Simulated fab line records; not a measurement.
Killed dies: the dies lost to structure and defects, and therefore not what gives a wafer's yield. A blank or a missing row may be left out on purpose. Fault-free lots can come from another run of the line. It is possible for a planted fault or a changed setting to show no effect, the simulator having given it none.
fab line records / flow berkeley_cmos170
record: lots: 6 wafers: 18 last_day: 12
route steps=331 shown NLDD@159 SPACER@171
lots untouched by any fault: they come from a run of this same line in which no faults occurred
start_h: the number of hours between the record's first day and the start of the first shown wafer of the lot / wait_h: hours elapsed since this lot's preceding step / " unchanged from the row above / L1.1+2: a single row standing in for several wafers / - no value present, or no start provided / * or withheld: withheld / < > ~ a bound
route shown NAME@n: a module of which the file shows steps, and the number in the route of the first / usual: the fault-free wafers' mean and standard deviation / same: alike in all rows / chamber/n: place in a boat / sites: readings site by site / _std_site: how widely they spread, as a standard deviation / _edge_site: outer sites' mean less inner sites' / radius_mm: how far each site lies from the wafer's centre / mask NAME#n: copy n / behind: tool/chamber where the wafer was last shaped / hold: why the lot was held/for how many hours/how that ended / device: whichever transistor did not switch (one of n, p or np) / end of line: tests run on the same wafers once the route is complete / for a step that has no rows: nothing shown but its recipe / killed: not the wafer's yield, but the dies lost to structure and defects at the first sort / map: a wafer's dies, marking killed ones x, the rest . and places with no die _
set.NAME: the setting that was run; set.NAME@STEP: the one run at that earlier step / model.NAME: the simulator's own value behind a step, which no gauge read
lots at selected steps of the route; one table per step, one row per wafer
services: when a tool's chamber went out of use (start_h, in hours from the record's first day, below 0 if earlier), for how many hours, and the reason
== steps ==
step: UCB170_NLDD_COAT_01
recipe: resist: KrF spin_rpm: 1500 resist_thk_nm: 900
step: UCB170_NLDD_SOFTBAKE_02
recipe: resist: KrF temp_c: 130 time_s: 60
step: UCB170_NLDD_EXPOSE_03
recipe: mask_id: NSELECT na: 0.5 sigma_outer: 0.6 source_shape: conventional target_cd_nm: 1200 dose_mj: 30
step: UCB170_NLDD_PEB_04
recipe: peb_temp_c: 130 peb_time_s: withheld resist: KrF
step: UCB170_NLDD_DEVELOP_05
recipe: developer: TMAH develop_time_s: 45 resist: KrF dev_temp_c: 21
step: UCB170_NLDD_CD_MEAS_06
recipe: target_cd_nm: 1200
usual: cd_nm: 1200.0/1.5
lot.wafer=L270.1 tool=cd_sem-01 chamber=- start_h=158.36 wait_h=- cd_nm=1200.5
lot.wafer=L270.2 tool=cd_sem-01 chamber=- start_h=158.36 wait_h=- cd_nm=1201.1
lot.wafer=L270.6 tool=cd_sem-01 chamber=- start_h=158.36 wait_h=- cd_nm=1198.8
lot.wafer=L273.1 tool=cd_sem-01 chamber=- start_h=169.79 wait_h=- cd_nm=1201.0
lot.wafer=L273.2 tool=cd_sem-01 chamber=- start_h=169.79 wait_h=- cd_nm=1200.2
lot.wafer=L273.5 tool=cd_sem-01 chamber=- start_h=169.79 wait_h=- cd_nm=1200.6
lot.wafer=L277.1 tool=cd_sem-02 chamber=- start_h=197.42 wait_h=- cd_nm=1198.3
lot.wafer=L277.4 tool=cd_sem-02 chamber=- start_h=197.42 wait_h=- cd_nm=1201.3
lot.wafer=L277.6 tool=cd_sem-02 chamber=- start_h=197.42 wait_h=- cd_nm=1199.3
lot.wafer=L278.1 tool=cd_sem-02 chamber=- start_h=198.20 wait_h=- cd_nm=1197.5
lot.wafer=L278.2 tool=cd_sem-02 chamber=- start_h=198.20 wait_h=- cd_nm=1196.5
lot.wafer=L278.6 tool=cd_sem-02 chamber=- start_h=198.20 wait_h=- cd_nm=1198.8
lot.wafer=L281.4 tool=cd_sem-02 chamber=- start_h=215.20 wait_h=- cd_nm=1198.9
lot.wafer=L281.5 tool=cd_sem-02 chamber=- start_h=215.20 wait_h=- cd_nm=1200.4
lot.wafer=L281.6 tool=cd_sem-02 chamber=- start_h=215.20 wait_h=- cd_nm=1200.9
lot.wafer=L289.1 tool=cd_sem-01 chamber=- start_h=246.71 wait_h=- cd_nm=1200.6
lot.wafer=L289.4 tool=cd_sem-01 chamber=- start_h=246.71 wait_h=- cd_nm=1200.1
lot.wafer=L289.5 tool=cd_sem-01 chamber=- start_h=246.71 wait_h=- cd_nm=1200.0
step: UCB170_NLDD_OVL_MEAS_07
usual: NLDD_OVL: -1/5.4
lot.wafer=L270.1 tool=overlay-01 chamber=- start_h=158.48 wait_h=0.1 NLDD_OVL[nm]=9
lot.wafer=L270.2 tool=overlay-01 chamber=- start_h=158.48 wait_h=0.1 NLDD_OVL[nm]=4
lot.wafer=L270.6 tool=overlay-01 chamber=- start_h=158.48 wait_h=0.1 NLDD_OVL[nm]=11
lot.wafer=L273.1 tool=overlay-01 chamber=- start_h=169.91 wait_h=0.1 NLDD_OVL[nm]=7
lot.wafer=L273.2 tool=overlay-01 chamber=- start_h=169.91 wait_h=0.1 NLDD_OVL[nm]=-1
lot.wafer=L273.5 tool=overlay-01 chamber=- start_h=169.91 wait_h=0.1 NLDD_OVL[nm]=1
lot.wafer=L277.1 tool=overlay-01 chamber=- start_h=197.54 wait_h=0.1 NLDD_OVL[nm]=-2
lot.wafer=L277.4 tool=overlay-01 chamber=- start_h=197.54 wait_h=0.1 NLDD_OVL[nm]=-9
lot.wafer=L277.6 tool=overlay-01 chamber=- start_h=197.54 wait_h=0.1 NLDD_OVL[nm]=-2
lot.wafer=L278.1 tool=overlay-01 chamber=- start_h=198.32 wait_h=0.1 NLDD_OVL[nm]=0
lot.wafer=L278.2 tool=overlay-01 chamber=- start_h=198.32 wait_h=0.1 NLDD_OVL[nm]=-6
lot.wafer=L278.6 tool=overlay-01 chamber=- start_h=198.32 wait_h=0.1 NLDD_OVL[nm]=1
lot.wafer=L281.4 tool=overlay-02 chamber=- start_h=215.28 wait_h=0.1 NLDD_OVL[nm]=0
lot.wafer=L281.5 tool=overlay-02 chamber=- start_h=215.28 wait_h=0.1 NLDD_OVL[nm]=0
lot.wafer=L281.6 tool=overlay-02 chamber=- start_h=215.28 wait_h=0.1 NLDD_OVL[nm]=5
lot.wafer=L289.1 tool=overlay-02 chamber=- start_h=246.83 wait_h=0.1 NLDD_OVL[nm]=-13
lot.wafer=L289.4 tool=overlay-02 chamber=- start_h=246.83 wait_h=0.1 NLDD_OVL[nm]=-5
lot.wafer=L289.5 tool=overlay-02 chamber=- start_h=246.83 wait_h=0.1 NLDD_OVL[nm]=-2
step: UCB170_NLDD_IMPLANT_08
recipe: species: As dose_cm2: 5e+13 energy_kev: 30 tilt_deg: 7 rotation_deg: 0
step: UCB170_NLDD_IMPLANT_09
recipe: species: As dose_cm2: 5e+13 energy_kev: 30 tilt_deg: 7 rotation_deg: 180
step: UCB170_NLDD_STRIP_10
recipe: chemistry: O2 power_w: 400 pressure_mtorr: 3500 platen_temp_c: withheld o2_flow_sccm: 400 overash_fraction: 0.5
usual: chamber_pressure_mTorr: 3500/3.5 drypump_motor_current_A: 5.6/0.37 oes_product_au: 0.735/0.0044 strip_time_to_endpoint_s: 21.61/0.085
lot.wafer=L270.1 tool=plasma_asher-02 chamber=1 start_h=158.82 wait_h=0.1 chamber_pressure_mTorr=3496 drypump_motor_current_A=5.9 oes_product_au=0.730 rf_hours_counter_h=47 strip_time_to_endpoint_s=21.62
lot.wafer=L270.2 tool=plasma_asher-02 chamber=0 start_h=158.82 wait_h=0.1 chamber_pressure_mTorr=3507 drypump_motor_current_A=5.7 oes_product_au=0.728 rf_hours_counter_h=47 strip_time_to_endpoint_s=21.59
lot.wafer=L270.6 tool=plasma_asher-02 chamber=1 start_h=158.82 wait_h=0.1 chamber_pressure_mTorr=3501 drypump_motor_current_A=5.9 oes_product_au=0.738 rf_hours_counter_h=- strip_time_to_endpoint_s=21.59
lot.wafer=L273.1 tool=plasma_asher-02 chamber=1 start_h=170.25 wait_h=0.1 chamber_pressure_mTorr=3502 drypump_motor_current_A=5.9 oes_product_au=0.739 rf_hours_counter_h=48 strip_time_to_endpoint_s=21.60
lot.wafer=L273.2 tool=plasma_asher-02 chamber=0 start_h=170.25 wait_h=0.1 chamber_pressure_mTorr=3499 drypump_motor_current_A=5.7 oes_product_au=0.737 rf_hours_counter_h=48 strip_time_to_endpoint_s=21.52
lot.wafer=L273.5 tool=plasma_asher-02 chamber=1 start_h=170.25 wait_h=0.1 chamber_pressure_mTorr=3502 drypump_motor_current_A=6.0 oes_product_au=0.735 rf_hours_counter_h=- strip_time_to_endpoint_s=21.50
lot.wafer=L277.1 tool=plasma_asher-04 chamber=0 start_h=197.88 wait_h=0.1 chamber_pressure_mTorr=3499 drypump_motor_current_A=5.5 oes_product_au=0.736 rf_hours_counter_h=43 strip_time_to_endpoint_s=21.70
lot.wafer=L277.4 tool=plasma_asher-04 chamber=0 start_h=197.88 wait_h=0.1 chamber_pressure_mTorr=3501 drypump_motor_current_A=5.5 oes_product_au=0.739 rf_hours_counter_h=- strip_time_to_endpoint_s=21.67
lot.wafer=L277.6 tool=plasma_asher-04 chamber=0 start_h=197.88 wait_h=0.1 chamber_pressure_mTorr=3493 drypump_motor_current_A=5.5 oes_product_au=0.738 rf_hours_counter_h=- strip_time_to_endpoint_s=21.62
lot.wafer=L278.1 tool=plasma_asher-01 chamber=0 start_h=198.66 wait_h=0.1 chamber_pressure_mTorr=3502 drypump_motor_current_A=5.1 oes_product_au=0.732 rf_hours_counter_h=9 strip_time_to_endpoint_s=21.69
lot.wafer=L278.2 tool=plasma_asher-01 chamber=1 start_h=198.66 wait_h=0.1 chamber_pressure_mTorr=3507 drypump_motor_current_A=6.2 oes_product_au=0.735 rf_hours_counter_h=9 strip_time_to_endpoint_s=21.71
lot.wafer=L278.6 tool=plasma_asher-01 chamber=0 start_h=198.66 wait_h=0.1 chamber_pressure_mTorr=3493 drypump_motor_current_A=5.1 oes_product_au=0.736 rf_hours_counter_h=- strip_time_to_endpoint_s=21.69
lot.wafer=L281.4 tool=plasma_asher-04 chamber=1 start_h=215.63 wait_h=0.1 chamber_pressure_mTorr=3502 drypump_motor_current_A=5.2 oes_product_au=0.735 rf_hours_counter_h=- strip_time_to_endpoint_s=21.76
lot.wafer=L281.5 tool=plasma_asher-04 chamber=1 start_h=215.63 wait_h=0.1 chamber_pressure_mTorr=3504 drypump_motor_current_A=5.1 oes_product_au=0.736 rf_hours_counter_h=- strip_time_to_endpoint_s=21.79
lot.wafer=L281.6 tool=plasma_asher-04 chamber=0 start_h=215.63 wait_h=0.1 chamber_pressure_mTorr=3496 drypump_motor_current_A=5.4 oes_product_au=0.736 rf_hours_counter_h=- strip_time_to_endpoint_s=21.84
lot.wafer=L289.1 tool=plasma_asher-04 chamber=0 start_h=247.17 wait_h=0.1 chamber_pressure_mTorr=3501 drypump_motor_current_A=5.4 oes_product_au=0.734 rf_hours_counter_h=49 strip_time_to_endpoint_s=21.54
lot.wafer=L289.4 tool=plasma_asher-04 chamber=1 start_h=247.17 wait_h=0.1 chamber_pressure_mTorr=3501 drypump_motor_current_A=5.2 oes_product_au=0.741 rf_hours_counter_h=- strip_time_to_endpoint_s=21.47
lot.wafer=L289.5 tool=plasma_asher-04 chamber=0 start_h=247.17 wait_h=0.1 chamber_pressure_mTorr=3501 drypump_motor_current_A=5.4 oes_product_au=0.737 rf_hours_counter_h=- strip_time_to_endpoint_s=21.53
step: UCB170_NLDD_TW_MEAS_11
usual: NLDD_TW: 2209/14
lot.wafer=L270.1 tool=film_metro-03 chamber=- start_h=158.92 wait_h=0.1 NLDD_TW=2217
lot.wafer=L270.2 tool=film_metro-03 chamber=- start_h=158.92 wait_h=0.1 NLDD_TW=2213
lot.wafer=L270.6 tool=film_metro-03 chamber=- start_h=158.92 wait_h=0.1 NLDD_TW=2210
lot.wafer=L273.1 tool=film_metro-02 chamber=- start_h=170.35 wait_h=0.1 NLDD_TW=2197
lot.wafer=L273.2 tool=film_metro-02 chamber=- start_h=170.35 wait_h=0.1 NLDD_TW=2184
lot.wafer=L273.5 tool=film_metro-02 chamber=- start_h=170.35 wait_h=0.1 NLDD_TW=2182
lot.wafer=L277.1 tool=film_metro-01 chamber=- start_h=197.98 wait_h=0.1 NLDD_TW=2228
lot.wafer=L277.4 tool=film_metro-01 chamber=- start_h=197.98 wait_h=0.1 NLDD_TW=2213
lot.wafer=L277.6 tool=film_metro-01 chamber=- start_h=197.98 wait_h=0.1 NLDD_TW=2233
lot.wafer=L278.1 tool=film_metro-01 chamber=- start_h=198.76 wait_h=0.1 NLDD_TW=2241
lot.wafer=L278.2 tool=film_metro-01 chamber=- start_h=198.76 wait_h=0.1 NLDD_TW=2224
lot.wafer=L278.6 tool=film_metro-01 chamber=- start_h=198.76 wait_h=0.1 NLDD_TW=2231
lot.wafer=L281.4 tool=film_metro-01 chamber=- start_h=215.73 wait_h=0.1 NLDD_TW=2231
lot.wafer=L281.5 tool=film_metro-01 chamber=- start_h=215.73 wait_h=0.1 NLDD_TW=2217
lot.wafer=L281.6 tool=film_metro-01 chamber=- start_h=215.73 wait_h=0.1 NLDD_TW=2229
lot.wafer=L289.1 tool=film_metro-02 chamber=- start_h=247.27 wait_h=0.1 NLDD_TW=2194
lot.wafer=L289.4 tool=film_metro-02 chamber=- start_h=247.27 wait_h=0.1 NLDD_TW=2197
lot.wafer=L289.5 tool=film_metro-02 chamber=- start_h=247.27 wait_h=0.1 NLDD_TW=2202
step: UCB170_NLDD_CLEAN_12
recipe: chemistry: SPM temp_c: 120 time_s: 600
step: UCB170_SPACER_CVD_00
recipe: material: SiO2 target_thk_nm: 376 temp_c: 390 precursor: TEOS/O2 time_s: 47 rf_w: 550 pressure_mtorr: 9000
usual: heater_power_w: 273/50 pressure_mtorr: 9000/18
lot.wafer=L270.1 tool=pecvd-01 chamber=1 start_h=159.29 wait_h=0.0 heater_power_w=280 pressure_mtorr=9001
lot.wafer=L270.2 tool=pecvd-01 chamber=0 start_h=159.29 wait_h=0.0 heater_power_w=314 pressure_mtorr=9008
lot.wafer=L270.6 tool=pecvd-01 chamber=1 start_h=159.29 wait_h=0.0 heater_power_w=292 pressure_mtorr=9009
lot.wafer=L273.1 tool=pecvd-02 chamber=2 start_h=170.69 wait_h=0.0 heater_power_w=276 pressure_mtorr=8976
lot.wafer=L273.2 tool=pecvd-02 chamber=0 start_h=170.69 wait_h=0.0 heater_power_w=279 pressure_mtorr=8999
lot.wafer=L273.5 tool=pecvd-02 chamber=1 start_h=170.69 wait_h=0.0 heater_power_w=217 pressure_mtorr=8994
lot.wafer=L277.1 tool=pecvd-02 chamber=1 start_h=198.42 wait_h=0.0 heater_power_w=- pressure_mtorr=-
lot.wafer=L277.4 tool=pecvd-02 chamber=1 start_h=198.42 wait_h=0.0 heater_power_w=- pressure_mtorr=-
lot.wafer=L277.6 tool=pecvd-02 chamber=0 start_h=198.42 wait_h=0.0 heater_power_w=- pressure_mtorr=-
lot.wafer=L278.1 tool=pecvd-01 chamber=2 start_h=198.99 wait_h=0.0 heater_power_w=- pressure_mtorr=-
lot.wafer=L278.2 tool=pecvd-01 chamber=1 start_h=198.99 wait_h=0.0 heater_power_w=- pressure_mtorr=-
lot.wafer=L278.6 tool=pecvd-01 chamber=2 start_h=198.99 wait_h=0.0 heater_power_w=- pressure_mtorr=-
lot.wafer=L281.4 tool=pecvd-02 chamber=2 start_h=215.97 wait_h=0.0 heater_power_w=289 pressure_mtorr=9031
lot.wafer=L281.5 tool=pecvd-02 chamber=0 start_h=215.97 wait_h=0.0 heater_power_w=191 pressure_mtorr=8991
lot.wafer=L281.6 tool=pecvd-02 chamber=1 start_h=215.97 wait_h=0.0 heater_power_w=228 pressure_mtorr=8981
lot.wafer=L289.1 tool=pecvd-01 chamber=1 start_h=247.52 wait_h=0.0 heater_power_w=269 pressure_mtorr=9025
lot.wafer=L289.4 tool=pecvd-01 chamber=0 start_h=247.52 wait_h=0.0 heater_power_w=247 pressure_mtorr=8996
lot.wafer=L289.5 tool=pecvd-01 chamber=2 start_h=247.52 wait_h=0.0 heater_power_w=255 pressure_mtorr=8991
step: UCB170_SPACER_ANNEAL_02
recipe: temp_c: 900 time_s: 1800 ambient: N2
== services ==
tool=pecvd-01 chamber=- start_h=135.50 hours=14.0 kind=pm
tool=pecvd-01 chamber=0 start_h=135.50 hours=14.0 kind=vent_cycle
tool=pecvd-01 chamber=1 start_h=135.50 hours=14.0 kind=vent_cycle
tool=pecvd-01 chamber=2 start_h=135.50 hours=14.0 kind=vent_cycle
tool=plasma_asher-04 chamber=- start_h=137.57 hours=0.8 kind=repair
tool=pecvd-01 chamber=0 start_h=149.50 hours=- kind=clean
tool=pecvd-01 chamber=1 start_h=149.50 hours=- kind=clean
tool=pecvd-01 chamber=2 start_h=149.50 hours=- kind=clean
tool=pecvd-02 chamber=- start_h=192.79 hours=5.5 kind=pm
tool=plasma_asher-01 chamber=- start_h=246.68 hours=1.2 kind=repair
== key ==
first_sign: step: UCB170_SPACER_CVD_00 reading: tool_record direction: missing
effect none on later readings
met_at UCB170_SPACER_CVD_00
struck_wafers L277.1,L277.4,L277.6,L278.1,L278.2,L278.6
later_rows_left_out L277.1,L277.4,L277.6,L278.1,L278.2,L278.6
sort_left_out L277.1,L277.4,L277.6,L278.1,L278.2,L278.6
tester_left_out L277,L278
onset_between 170.69 198.42
fault: kind: skipped_step_whole tool: pecvd-01,pecvd-02 chamber: - onset_h: 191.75 steps: UCB170_SPACER_CVD_00 scope: struck_lots_only
tester_left_out: of these lots the tester's yield and bins aren't shown, on N5 and GAA mostly nor the transistor test; their killed dies are dies lost to structure and defects alone, not to doping, threshold or leakage, so they don't give the yield
sort_left_out: the simulated sort isn't trusted on such a fault, so these wafers' sort isn't shown, and their yield isn't known
later_rows_left_out: the simulator's readings of these wafers behind a module that went badly wrong aren't trusted and aren't shown, but for the sort
